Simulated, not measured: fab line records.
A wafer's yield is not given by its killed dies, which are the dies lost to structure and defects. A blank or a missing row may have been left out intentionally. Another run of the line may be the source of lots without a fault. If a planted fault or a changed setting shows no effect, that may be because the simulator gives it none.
fab line records	flow ritCmos
record lots=5	wafers=23
route steps=202 shown M1@184
startH: start of the lot's first displayed wafer, in hours after the record's first day	waitH: hours since the lot's step before	" unchanged from the row above	L1.1+2: a single row standing in for several wafers	- no value, or no start was given	* or withheld: withheld	< > ~ a bound
route shown NAME@n: NAME is a module with steps in the file, n the number in the route of the first one	usual: average and standard deviation across the fault-free wafers	same: alike in all rows	chamber/n: place in a boat	sites: readings site by site	_std_site: standard deviation across them	_edge_site: outer sites' mean less inner sites'	radiusMm: how far each site lies from the wafer's centre	mask NAME#n: copy n	behind: the last tool/chamber to shape the wafer	hold: reason for holding the lot/hours on hold/outcome of the hold	device: the transistor (n, p or np) that didn't switch	end of line: tests run on the same wafers once the route is complete	a step without rows: its recipe alone	killed: at the first sort, the dies lost to defects and structure; wafer yield is something else	map: a wafer's dies, x killed, . not, _ none there
set.NAME: setting as actually run; set.NAME@STEP: the setting as run at that earlier step	model.NAME: the simulator's own value behind a step, which no gauge read
lots whose settings were changed on purpose; a table a step, a row a wafer
## steps
# step RIT_M1_SPUTTER_00
# recipe material=Al	targetThkNm=400	powerW=2000	chamberPressurePa=0.4	gas=Ar	timeS=500	substrateTempC=25
lot.wafer	tool	chamber	startH	waitH	set.powerW	model.Al_of_M1_SPUTTER_00.thkNm
L076.1	pvdSputter-03	-	62.71	0.0	2000	399.4
L076.2	"	-	"	"	2000	398.3
L076.3	"	-	"	"	1884	378.2
L076.4	"	-	"	"	1884	371.9
L076.5	"	-	"	"	1884	375.5
L077.1	pvdSputter-02	-	69.38	0.0	2000	397.3
L077.3	"	-	"	"	2000	401.9
L077.4	"	-	"	"	2000	397.7
L077.5	"	-	"	"	2000	397
L077.6	"	-	"	"	2000	395.6
L080.2+5	pvdSputter-03	-	85.67	0.0	2000	392.9
L080.3	"	-	"	"	2000	391.6
L080.4	"	-	"	"	2000	382.5
L080.6	"	-	"	"	2000	391.9
L082.1	pvdSputter-02	-	93.74	0.0	2000	398.7
L082.2	"	-	"	"	2000	400.8
L082.3	"	-	"	"	2137	426.7
L082.5	"	-	"	"	2137	426.6
L082.6	"	-	"	"	2137	427.6
L085.1	pvdSputter-03	-	108.85	0.0	2000	400.7
L085.3+4	"	-	"	"	2000	402.4
# step RIT_M1_RS_MEAS_01
# recipe thkMeasGauge=four-point-probe	reads=Al_of_M1_SPUTTER_00
# usual M1_AL_RS=0.0739/0.00075
lot.wafer	tool	chamber	startH	waitH	set.powerW@M1_SPUTTER_00	M1_AL_RS[ohm/sq]
L076.1	filmMetro-04	-	63.00	0.1	2000	0.0736
L076.2	"	-	"	"	2000	0.0737
L076.3	"	-	"	"	1884	0.0778
L076.4	"	-	"	"	1884	0.0790
L076.5	"	-	"	"	1884	0.0784
L077.1	filmMetro-02	-	69.68	0.1	2000	0.0740
L077.3	"	-	"	"	2000	0.0732
L077.4	"	-	"	"	2000	0.0739
L077.5	"	-	"	"	2000	0.0741
L077.6	"	-	"	"	2000	0.0744
L080.2	filmMetro-01	-	85.99	0.2	2000	0.0747
L080.3	"	-	"	"	2000	0.0750
L080.4	"	-	"	"	2000	0.0767
L080.5	"	-	"	"	2000	0.0746
L080.6	"	-	"	"	2000	0.0748
L082.1	filmMetro-04	-	94.03	0.1	2000	0.0737
L082.2	"	-	"	"	2000	0.0734
L082.3	"	-	"	"	2137	0.0688
L082.5	"	-	"	"	2137	0.0687
L082.6	"	-	"	"	2137	0.0687
L085.1	filmMetro-04	-	109.14	0.1	2000	0.0735
L085.3	"	-	"	"	2000	0.0730
L085.4	"	-	"	"	2000	0.0731
# step RIT_M1_THK_MEAS_02
# recipe thkMeasGauge=xrf	reads=Al_of_M1_SPUTTER_00
# usual M1_AL_THK=398/6.1
lot.wafer	tool	chamber	startH	waitH	set.powerW@M1_SPUTTER_00	M1_AL_THK[nm]
L076.1	filmMetro-04	-	63.12	0.1	2000	402
L076.2	"	-	"	"	2000	402
L076.3	"	-	"	"	1884	381
L076.4	"	-	"	"	1884	375
L076.5	"	-	"	"	1884	378
L077.1	filmMetro-02	-	69.80	0.1	2000	396
L077.3	"	-	"	"	2000	399
L077.4	"	-	"	"	2000	393
L077.5	"	-	"	"	2000	392
L077.6	"	-	"	"	2000	393
L080.2	filmMetro-01	-	86.10	0.1	2000	389
L080.3	"	-	"	"	2000	387
L080.4	"	-	"	"	2000	379
L080.5	"	-	"	"	2000	389
L080.6	"	-	"	"	2000	387
L082.1	filmMetro-04	-	94.15	0.1	2000	404
L082.2	"	-	"	"	2000	409
L082.3	"	-	"	"	2137	430
L082.5	"	-	"	"	2137	432
L082.6	"	-	"	"	2137	431
L085.1	filmMetro-04	-	109.26	0.1	2000	407
L085.3	"	-	"	"	2000	409
L085.4	"	-	"	"	2000	408
# step RIT_M1_COAT_04
# recipe resist=NOVOLAK	spinRpm=2000	resistThkNm=1300
lot.wafer	tool	chamber	startH	waitH	set.spinRpm	model.NOVOLAK_of_M1_COAT_04.thkNm
L076.1	lithoTrack-02	0	63.33	0.1	2084	1273
L076.2	"	0	"	"	2000	1305
L076.3	"	0	"	"	2084	-
L076.4+5	"	0	"	"	2000	-
L077.1	lithoTrack-03	0	70.01	0.1	2000	1302
L077.3	"	0	"	"	2000	1303
L077.4	"	0	"	"	2000	1308
L077.5	"	0	"	"	2000	1306
L077.6	"	0	"	"	2000	1305
L080.2	lithoTrack-04	0	86.32	0.1	2000	1304
L080.3	"	0	"	"	2000	1305
L080.4	"	0	"	"	1871	1349
L080.5	"	0	"	"	2000	1299
L080.6	"	0	"	"	1871	1347
L082.1	lithoTrack-04	0	94.40	0.1	2000	1301
L082.2	"	0	"	"	1913	1335
L082.3	"	0	"	"	1913	-
L082.5+6	"	0	"	"	2000	-
L085.1	lithoTrack-02	0	109.47	0.1	2000	1300
L085.3	"	0	"	"	2000	1298
L085.4	"	0	"	"	2000	1295
# step RIT_M1_SOFTBAKE_05
# recipe resist=NOVOLAK	tempC=90	timeS=60
# step RIT_M1_EXPOSE_06
# recipe maskId=M12	na=0.6	sourceShape=conventional	sigmaOuter=0.5	targetCdNm=2600	doseMj=250
# step RIT_M1_HARDBAKE_11
# recipe resist=NOVOLAK	tempC=140	timeS=120
lot.wafer	tool	chamber	startH	waitH	set.spinRpm@M1_COAT_04	model.NOVOLAK_of_M1_COAT_04.thkNm
L076.1	lithoTrack-03	0	64.35	0.0	2084	1114
L076.2	"	0	"	"	2000	1142
L076.3	"	0	"	"	2084	-
L076.4+5	"	0	"	"	2000	-
L077.1	lithoTrack-02	0	71.02	0.0	2000	1138
L077.3	"	0	"	"	2000	1139
L077.4	"	0	"	"	2000	1144
L077.5	"	0	"	"	2000	1142
L077.6	"	0	"	"	2000	1141
L080.2	lithoTrack-02	0	87.31	0.2	2000	1140
L080.3	"	0	"	"	2000	1141
L080.4	"	0	"	"	1871	1179
L080.5	"	0	"	"	2000	1136
L080.6	"	0	"	"	1871	1178
L082.1	lithoTrack-04	0	95.56	0.0	2000	1138
L082.2	"	0	"	"	1913	1167
L082.3	"	0	"	"	1913	-
L082.5+6	"	0	"	"	2000	-
L085.1	lithoTrack-03	0	110.36	0.0	2000	1137
L085.3	"	0	"	"	2000	1135
L085.4	"	0	"	"	2000	1133
# step RIT_M1_METAL_ETCH_12
# recipe stopOn=SiO2	chemistry=Cl2/BCl3	target=Al	timeS=165	overEtchFrac=0.5	pressureMtorr=100	targetDepthA=6000	rfW=250	Cl2_flow_sccm=60	bcl3FlowSccm=50
# usual oesProductAu=0.771/0.0069
lot.wafer	tool	chamber	startH	waitH	set.powerW@M1_SPUTTER_00	set.spinRpm@M1_COAT_04	oesProductAu	model.NOVOLAK_of_M1_COAT_04.thkNm
L076.1	rieMetal-03	1	64.60	0.2	2000	2084	0.765	782.7
L076.2	"	0	"	"	2000	2000	0.773	803.5
L076.3	"	0	"	"	1884	2084	0.748	-
L076.4	"	1	"	"	1884	2000	0.737	-
L076.5	"	0	"	"	1884	2000	0.752	-
L077.1	rieMetal-01	1	71.27	0.2	2000	2000	0.769	812.7
L077.3	"	0	"	"	2000	2000	0.777	811
L077.4	"	1	"	"	2000	2000	0.777	817.6
L077.5	"	1	"	"	2000	2000	0.773	814.1
L077.6	"	0	"	"	2000	2000	0.775	813.4
L080.2	rieMetal-01	1	87.52	0.2	2000	2000	0.762	812.8
L080.3	"	1	"	"	2000	2000	0.778	813.8
L080.4	"	0	"	"	2000	1871	0.761	847.5
L080.5	"	1	"	"	2000	2000	0.769	807.9
L080.6	"	0	"	"	2000	1871	0.764	845.4
L082.1	rieMetal-03	0	95.81	0.2	2000	2000	0.765	794.8
L082.2	"	1	"	"	2000	1913	0.760	833.7
L082.3	"	1	"	"	2137	1913	0.783	-
L082.5	"	1	"	"	2137	2000	0.799	-
L082.6	"	0	"	"	2137	2000	0.806	-
L085.1	rieMetal-03	1	110.61	0.2	2000	2000	0.767	803.3
L085.3	"	1	"	"	2000	2000	0.770	800.7
L085.4	"	0	"	"	2000	2000	0.778	791.8
# step RIT_M1_STRIP_13
# recipe chemistry=nmp	resist=NOVOLAK	tempC=80	timeS=600	dry=n2Spin
# step RIT_M1_STRIP_14
# recipe chemistry=O2	timeS=180	platenTempC=withheld	powerW=500	pressureMtorr=4000	o2FlowSccm=4000
# step RIT_M1_ANNEAL_15
# recipe tempC=450	timeS=1800	ambient=forming_gas_H2N2
# step RIT_M1_PROBE_99
lot.wafer	tool	chamber	startH	waitH	set.chamberPressurePa@SILICIDE_SPUTTER_01	model.etest.nplusSal.widthNm
L076.1+2+3+4+5	prober-01	-	68.34	0.1	0.667	-
L080.2+3+4+5+6	prober-02	-	89.82	0.1	0.7473	-
L082.1	prober-02	-	98.59	0.1	0.5907	3506
L082.3	prober-02	-	98.69	0.2	0.5907	3521
L082.6	prober-02	-	98.84	0.2	0.5907	3518
L085.1	prober-01	-	113.66	0.1	0.667	3464
L085.3	prober-01	-	113.76	0.2	0.667	3458
L085.4	prober-01	-	113.81	0.2	0.667	3442
# killed by level:class
L085.1 FOX1:geometricParticle:short=2 FOX1:geometricParticle:open=1 GATE:geometricParticle:open=1 GATE:geometricParticle:short=1 SPACER:geometricParticle:short=1 SILICIDE:geometricParticle:open=1 SILICIDE:geometricParticle:short=1
L085.3 GATE:geometricParticle:open=3 FOX1:geometricParticle:short=1 GATE:geometricParticle:short=1 REOX:geometricParticle:open=1 SPACER:geometricParticle:short=1
L085.4 GATE:geometricParticle:short=2 SPACER:geometricParticle:open=2 FOX1:geometricParticle:short=1 FOX1:geometricParticle:open=1 FOX2:geometricParticle:short=1 REOX:geometricParticle:open=1
## key
split step=RIT_M1_SPUTTER_00	setting=powerW	stated=2000	by=wafer
response step=RIT_M1_SPUTTER_00	reading=model.Al_of_M1_SPUTTER_00.thkNm	change=+4.03	per=1%	r=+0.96
response step=RIT_M1_RS_MEAS_01	reading=M1_AL_RS	change=-0.000757	per=1%	r=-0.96
response step=RIT_M1_THK_MEAS_02	reading=M1_AL_THK	change=+3.81	per=1%	r=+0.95
response step=RIT_M1_METAL_ETCH_12	reading=oesProductAu	change=+0.00452	per=1%	r=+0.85
split step=RIT_M1_COAT_04	setting=spinRpm	stated=2000	by=wafer
response step=RIT_M1_COAT_04	reading=model.NOVOLAK_of_M1_COAT_04.thkNm	change=-7.24	per=1%	r=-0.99
response step=RIT_M1_HARDBAKE_11	reading=model.NOVOLAK_of_M1_COAT_04.thkNm	change=-6.23	per=1%	r=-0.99
response step=RIT_M1_METAL_ETCH_12	reading=model.NOVOLAK_of_M1_COAT_04.thkNm	change=-5.85	per=1%	r=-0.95
split outsideThisFile step=RIT_SILICIDE_SPUTTER_01 setting=chamberPressurePa
# split outsideThisFile: this setting was split too, and the file shows its column; the key of that split is in another file
